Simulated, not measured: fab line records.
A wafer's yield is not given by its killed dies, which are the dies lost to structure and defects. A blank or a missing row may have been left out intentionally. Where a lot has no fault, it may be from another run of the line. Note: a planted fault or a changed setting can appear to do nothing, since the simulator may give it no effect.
Comparing a struck lot with a sound one :: flow ritCmos :: 17 out of 202 route steps
Sound: wafers L931.3, L931.4, L931.5. Wafers struck: L940.1, L940.2, L940.6. The cause is named last.
Order at every step that has rows: each side's tool, ch and its chambers, its first start. Under that, the readings that differ: sound wafers :: struck wafers :: difference of the means :: sigmas: that difference in standard deviations of wafers without a fault.
alike: a reading whose means differ by less than 2 such deviations, as well as words and numbers matching on both sides. not compared: withheld readings; readings where some wafer has no value; bounds like >300 that might hide an equal value; numbers whose values overlap and for which the record gives no deviation.
Wherever a step has rows on one side only, a row that says differs or no value, or a row with sigmas, the two part there. Numbers that don't overlap but have no deviation are shown without sigmas and don't part them. Lack of a reading on every wafer of one side parts them only where that side has two or more wafers.

RIT_NWELL_TW_MEAS_10:
  struck on filmMetro-01, day 4 19:04; sound on filmMetro-02, day 2 22:49
  alike: NWELL_TW
then, 6 steps without rows for these wafers: RIT_PWELL_HMDS_00 (prime time 60 s); RIT_PWELL_COAT_01 (resist thk 1300 nm); RIT_PWELL_SOFTBAKE_02 (time 60 s); RIT_PWELL_EXPOSE_03 (exposes mask M3, target cd 43700 nm); RIT_PWELL_PEB_04; RIT_PWELL_DEVELOP_05 (develop time 68 s).
RIT_PWELL_OVL_MEAS_06:
  struck on overlay-01, day 4 20:00; sound on overlay-01, day 2 23:53
  alike: PWELL_OVL
then, 2 steps without rows for these wafers: RIT_PWELL_HARDBAKE_07 (time 120 s); RIT_PWELL_IMPLANT_08.
RIT_PWELL_STRIP_09: strips in O2, time 180 s.
  sound on plasmaAsher-02 ch 0,1, day 3 00:22; struck on plasmaAsher-02 ch 0,1, day 4 20:26
  alike: drypumpMotorCurrentA
  not compared: rfHoursCounterH
RIT_PWELL_TW_MEAS_10:
  struck on filmMetro-04, day 4 20:37; sound on filmMetro-04, day 3 00:30
  alike: PWELL_TW
RIT_WELLDRIVE_ANNEAL_00: time 14700 s.
  sound on furnace-04 ch 0, day 3 01:01; struck on furnace-04 ch 0, day 4 20:40
reading: runLengthS (s)
sound: 18251 18251 18251
struck: 23403 23403 23403
difference: +5152
sigmas: +99 or more
  alike: spikeTcCentreC, zonePowerLoadPct
RIT_WELLDRIVE_RS_MEAS_01: the measuring method here is four-point-probe.
  struck on filmMetro-02, day 5 01:45; sound on filmMetro-02, day 3 06:08
reading: NWELL_RS (ohm/sq)
sound: 275.5 275.0 275.0
struck: 259.4 260.6 260.1
difference: -15.1
sigmas: -18
RIT_WELLDRIVE_RS_MEAS_02: the measuring method here is four-point-probe.
  struck on filmMetro-02, day 5 01:52; sound on filmMetro-02, day 3 06:16
reading: PWELL_RS (ohm/sq)
sound: 430.2 428.6 430.5
struck: 414.7 413.6 413.4
difference: -15.9
sigmas: -14
then, 1 step without rows for these wafers: RIT_NRETRO_HMDS_00 (prime time 60 s).
RIT_M1_PROBE_99:
  struck on prober-02, day 6 07:14; sound on prober-01, day 4 10:13
reading: model.etest.nwellPinched.rsOhmSq
sound: 335.2 335 337.3
struck: 309.6 314.4 312.5
difference: -23.7
sigmas: 

reading: model.etest.pwellPinched.rsOhmSq
sound: 454 452.7 455.1
struck: 438.9 439.6 436.9
difference: -15.5
sigmas: 

reading: model.etest.pwell.rsOhmSq
sound: 414.4 407.1 407.2
struck: 401.6 398.9 398.4
difference: -9.9
sigmas: 

reading: model.etest.isoNwellNwell.bvV (V)
sound: 22.1 21.47 21.93
struck: 22.77 22.69 22.66
difference: +0.87
sigmas: 

reading: model.etest.fieldP.vtV (V)
sound: -12.9 -12.99 -13.06
struck: -13.82 -13.79 -13.8
difference: -0.82
sigmas: 

reading: model.etest.diodePplusNwell.bvV (V)
sound: 6.627 6.65 6.671
struck: 6.905 6.927 6.952
difference: +0.279
sigmas: 

reading: model.etest.diodeNplusPwell.bvV (V)
sound: 5.928 5.934 5.965
struck: 6.053 6.07 6.097
difference: +0.131
sigmas: 
  alike: killedAtFrontEnd, killedDies, killedOpen, killedShort
  not compared: model.etest.fieldN.vtV

== WHERE THEY PART ==
At RIT_WELLDRIVE_ANNEAL_00 first; at RIT_WELLDRIVE_RS_MEAS_02 last (within this record only). Later steps at which nothing parts them and some readings are alike: RIT_M1_PROBE_99.

WHY: whatever the simulator had introduced
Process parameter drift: furnace-04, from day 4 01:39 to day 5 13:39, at RIT_WELLDRIVE_ANNEAL_00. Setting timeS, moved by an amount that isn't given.
